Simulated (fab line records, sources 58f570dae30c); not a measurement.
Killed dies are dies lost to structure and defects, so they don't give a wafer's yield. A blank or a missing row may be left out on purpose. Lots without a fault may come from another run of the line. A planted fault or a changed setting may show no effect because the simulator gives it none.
fab line records | flow berkeley_cmos170
record lots=14 wafers=42 last_day=11
route steps=331 shown CONTACT@228
lots that met no fault: from a run of the same line without faults
start_h: hours from the record's first day to the start of the lot's first wafer shown | wait_h: hours since the lot's step before | " the same as in the row above | L1.1+2: a row that stands for several wafers | - no value, or no start given | * or withheld: withheld | < > ~ a bound
route shown NAME@n: a module of which the file shows steps, and the number in the route of the first | usual: mean/standard deviation of fault-free wafers | same: alike in all rows | chamber/n: place in a boat | sites: the reading at each site | _std_site: their standard deviation | _edge_site: outer sites' mean less inner sites' | radius_mm: how far each site lies from the wafer's centre | mask NAME#n: copy n | behind: the tool/chamber that last shaped the wafer | hold: why the lot was held/for how many hours/how that ended | device: the transistor (n, p or np) that didn't switch | end of line: the same wafers' tests at the end of the route | a step without rows: its recipe alone | killed: dies lost to structure and defects at the first sort, not the wafer's yield | map: a wafer's dies, x killed, . not, _ none there
set.NAME: the setting as run; set.NAME@STEP: as run at that earlier step | model.NAME: the simulator's own value behind a step, which no gauge read
steps of the route over a sample of lots; a table a step, a row a wafer
services: from which hour (start_h, from the record's first day; less than 0 if before it) a tool's chamber was out of use, for how many hours, and why
## steps
# step UCB170_CONTACT_EXPOSE_12
# recipe mask_id=CONT target_cd_nm=700 na=0.5 sigma_outer=0.6 source_shape=conventional dose_mj=34.6
# usual exposure_dose_mJ_cm2=35.00/0.036 focus_offset_nm=-0.1/0.59 reticle_temp_C=23.00/0.097 sigma_outer=0.6/0
# columns lot.wafer tool chamber start_h wait_h mask exposure_dose_mJ_cm2 focus_offset_nm reticle_temp_C sigma_outer
L622.1 krf_scanner-01 0 138.03 - CONT#0 34.96 0.1 22.80 0.6
L622.2 " 0 " " CONT#0 34.97 -0.8 22.92 0.6
L622.6 " 0 " " CONT#0 34.97 0.0 22.95 0.6
L621.3 krf_scanner-01 0 138.54 - CONT#0 34.95 -1.0 22.91 0.6
L621.5 " 0 " " CONT#0 34.96 -0.8 22.93 0.6
L621.6 " 0 " " CONT#0 35.03 -1.0 23.04 0.6
L624.1 krf_scanner-01 0 157.82 - CONT#0 34.94 -0.6 22.98 0.6
L624.3 " 0 " " CONT#0 34.98 0.2 22.89 0.6
L624.6 " 0 " " CONT#0 34.97 -0.3 23.13 0.6
L625.3 krf_scanner-01 - 160.02 - CONT#0 - - - -
L625.5 " - " " CONT#0 - - - -
L625.6 " - " " CONT#0 - - - -
L626.2 krf_scanner-01 - 160.16 - CONT#0 - - - -
L626.4 " - " " CONT#0 - - - -
L626.6 " - " " CONT#0 - - - -
L627.4 krf_scanner-02 0 170.14 - CONT#0 35.09 0.4 22.88 0.6
L627.5 " 0 " " CONT#0 35.05 0.9 22.96 0.6
L627.6 " 0 " " CONT#0 35.06 0.5 22.87 0.6
L635.1 krf_scanner-01 0 220.32 - CONT#0 34.95 -0.5 23.14 0.6
L635.2 " 0 " " CONT#0 34.93 -1.2 23.09 0.6
L635.5 " 0 " " CONT#0 34.97 -1.2 23.10 0.6
L637.2 krf_scanner-02 0 221.30 - CONT#0 35.00 -0.9 23.00 0.6
L637.4 " 0 " " CONT#0 35.00 0.0 23.15 0.6
L637.6 " 0 " " CONT#0 35.00 -0.3 23.25 0.6
L639.3 krf_scanner-01 0 238.61 - CONT#0 35.03 -0.2 23.20 0.6
L639.5 " 0 " " CONT#0 35.03 0.1 23.04 0.6
L639.6 " 0 " " CONT#0 35.06 0.6 22.92 0.6
L640.1 krf_scanner-01 0 238.69 - CONT#0 35.01 1.0 22.98 0.6
L640.3 " 0 " " CONT#0 35.03 -0.2 23.17 0.6
L640.4 " 0 " " CONT#0 35.00 0.6 22.86 0.6
L641.1 krf_scanner-01 0 238.81 - CONT#0 34.99 1.7 23.16 0.6
L641.5 " 0 " " CONT#0 34.92 0.4 23.02 0.6
L641.6 " 0 " " CONT#0 34.99 -0.1 23.07 0.6
L642.1 krf_scanner-02 0 250.36 - CONT#0 35.01 -0.1 23.13 0.6
L642.2 " 0 " " CONT#0 35.00 1.1 23.19 0.6
L642.4 " 0 " " CONT#0 34.99 1.0 22.88 0.6
L643.2 krf_scanner-01 0 251.37 - CONT#0 35.02 0.5 22.84 0.6
L643.3 " 0 " " CONT#0 34.97 0.2 23.02 0.6
L643.6 " 0 " " CONT#0 34.96 0.1 22.95 0.6
L644.2 krf_scanner-02 0 254.11 - CONT#0 35.00 -0.3 23.13 0.6
L644.5 " 0 " " CONT#0 35.01 0.2 22.94 0.6
L644.6 " 0 " " CONT#0 35.03 -0.8 23.15 0.6
## services
# columns tool chamber start_h hours kind
krf_scanner-02 - 119.65 1.3 pm
krf_scanner-01 - 154.27 0.8 pm
krf_scanner-01 - 169.10 1.0 pm
krf_scanner-01 - 202.33 4.3 repair
krf_scanner-02 - 236.79 11.6 pm
krf_scanner-02 - 248.34 1.0 pm
krf_scanner-01 - 253.28 1.3 pm
## key
first_sign step=UCB170_CONTACT_EXPOSE_12 reading=tool_record direction=missing
effect none on later readings
met_at UCB170_CONTACT_EXPOSE_12
struck_lots L625,L626
later_rows_left_out L625.3,L625.5,L625.6,L626.2,L626.4,L626.6
sort_left_out L625.3,L625.5,L625.6,L626.2,L626.4,L626.6
tester_left_out L625,L626
onset_between 157.82 160.02
fault kind=skipped_step_whole tool=krf_scanner-01 chamber=- onset_h=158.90 steps=UCB170_CONTACT_EXPOSE_12 scope=struck_lots_only
# tester_left_out: of these lots the tester's yield and bins aren't shown, on N5 and GAA mostly nor the transistor test; their killed dies are dies lost to structure and defects alone, not to doping, threshold or leakage, so they don't give the yield
# sort_left_out: the simulated sort isn't trusted on such a fault, so these wafers' sort isn't shown, and their yield isn't known
# later_rows_left_out: the simulator's readings of these wafers behind a module that went badly wrong aren't trusted and aren't shown, but for the sort
